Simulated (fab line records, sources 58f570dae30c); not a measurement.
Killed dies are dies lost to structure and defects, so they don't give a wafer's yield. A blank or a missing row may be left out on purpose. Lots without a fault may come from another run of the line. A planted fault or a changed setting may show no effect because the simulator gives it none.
One fault seen from 2 desks | flow berkeley_cmos170 | each desk has only its own numbers; what lay behind them comes last

THE METROLOGY DESK
What the gauges read, lot by lot, whatever tool the lot ran on: means of the sampled wafers that have a number. A lot is out of limits, marked OUT, if its mean lies more than 4 standard deviations from the usual mean; the brackets give that distance.
Columns: A = GATE_POLY_THK at UCB170_GATE_THK_MEAS_05, usual 215.1 nm; B = cd_nm at UCB170_GATE_CD_MEAS_12, usual 350.4 nm; C = GATE_OVL at UCB170_GATE_OVL_MEAS_13, usual -1 nm
lot  | first seen here | A     | B                | C
L832 | day 6 12:59     | 217.4 | 351.9            | 4
L834 | day 6 20:22     | 213.6 | 351.9            | 5
L843 | day 8 03:35     | 213.2 | 347.2            | -1
L845 | day 8 20:33     | 214.4 | 351.6            | 2
L844 | day 8 20:36     | 213.8 | 345.9 (-4.1) OUT | -11
L848 | day 9 06:41     | 213.9 | 350.1            | -3
L853 | day 10 08:35    | 215.0 | 349.3            | -8
This desk's finding: out of limits on L844; first on L844, day 8 22:22 (cd_nm at UCB170_GATE_CD_MEAS_12). In limits: L832, L834, L843, L845, L848, L853.

THE TOOL OWNER'S DESK: rie_si-01
The tool's own readings at UCB170_GATE_ETCH_15 (etches poly-Si in HBr/Cl2, stops on SiO2, time 56.3 s, target depth 278.2 nm): means of the sampled wafers that have a number, for each lot that ran on this tool. A lot is out of limits, marked OUT, if its mean lies more than 4 standard deviations from the usual mean; the brackets give that distance.
Columns: A = bias_w at UCB170_GATE_ETCH_15, usual 150.0 W; B = chamber_pressure_mTorr at UCB170_GATE_ETCH_15, usual 14.999 mTorr; C = drypump_motor_current_A at UCB170_GATE_ETCH_15, usual 5.5 A; D = oes_product_au at UCB170_GATE_ETCH_15, usual 0.836 a.u.; E = throttle_valve_pct at UCB170_GATE_ETCH_15, usual 26.32 %
lot  | first seen here | A               | B      | C   | D     | E
L834 | day 6 21:35     | 149.4           | 15.008 | 5.2 | 0.825 | 26.35
L843 | day 8 05:36     | 161.4 (+24) OUT | 14.998 | 5.5 | 0.828 | 26.42
L845 | day 8 22:01     | 161.3 (+24) OUT | 14.989 | 5.6 | 0.836 | 26.42
L844 | day 8 22:32     | 161.3 (+24) OUT | 14.985 | 5.4 | 0.834 | 26.43
This desk's finding: out of limits on L843, L844, L845; first on L843, day 8 05:36 (bias_w at UCB170_GATE_ETCH_15). In limits: L834.

PUT TOGETHER
The tool owner's desk could have raised an alarm at day 8 05:36, on L843, L844, L845.
The metrology desk could have raised an alarm at day 8 22:22, on L844.
The metrology desk has L843, L845 on record, within its limits.
Of the lots named, all ran UCB170_GATE_ETCH_15 on rie_si-01.

WHAT THE SIMULATOR HAD PUT IN
Process parameter drift: rie_si-01, from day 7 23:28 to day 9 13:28, at UCB170_GATE_ETCH_15. Setting bias_w, moved by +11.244, from 150.
Lots struck among those shown: L843, L844, L845.
Hours from the fault's start to each desk's first reading out of limits: the tool owner's desk, 6; the metrology desk, 23.
